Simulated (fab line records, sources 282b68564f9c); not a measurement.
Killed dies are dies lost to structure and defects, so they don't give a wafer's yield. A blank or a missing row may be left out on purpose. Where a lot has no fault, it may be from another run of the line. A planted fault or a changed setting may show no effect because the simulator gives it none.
Chamber matching ; flow rit-cmos ; RIT_ACTIVE_ETCH_13 on rie-diel-03: 4 sister chambers
The step etches Si3N4 in SF6, stops on SiO2, time 210 s, target depth 210 nm. 8 wafers are shown with their chamber, then 8 later ones without.

== EACH WAFER AND ITS CHAMBER ==
wafer;chamber;drypump-motor-current-A (A);throttle-valve-pct (%)
L748.4;3;5.7;7.37
L752.5;3;5.7;7.38
L755.4;2;5.6;7.33
L755.5;0;5.7;7.30
L756.2;1;6.3;7.38
L756.5;2;5.5;7.33
L756.6;1;6.3;7.36
L758.1;0;5.7;7.30

== WAFERS WITH NO CHAMBER GIVEN ==
wafer;drypump-motor-current-A (A);throttle-valve-pct (%)
L758.5;6.3;7.37
L758.6;5.7;7.29
L765.1;5.6;7.34
L765.3;5.7;7.37
L765.5;5.7;7.37
L766.2;6.3;7.37
L766.3;5.6;7.30
L766.4;5.7;7.36

== WHICH CHAMBER EACH WENT THROUGH ==
wafer;from the rows above;in truth
L758.5;1;1
L758.6;0;0
L765.1;2;2
L765.3;3;3
L765.5;3;3
L766.2;1;1
L766.3;can't be placed: 0 or 2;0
L766.4;3;3
Correctly placed: 7 of 8. Cannot be placed on the basis of these rows: 1; the candidates contain the true chamber in 1. 0 placed wrongly.
How it was worked out, from the rows above alone: a wafer's distance from a chamber is the root of the sum, over the readings, of the square of ((its reading less the chamber's mean) divided by the reading's scatter). If the next closest chamber is less than 2 further off than the closest, the wafer can't be placed; otherwise it belongs to the closest. Each chamber's mean is taken over the wafers shown for it. The scatter is the square root of a quotient: the sum, over the shown wafers, of each reading's squared deviation from its chamber's mean, divided by wafers minus chambers.
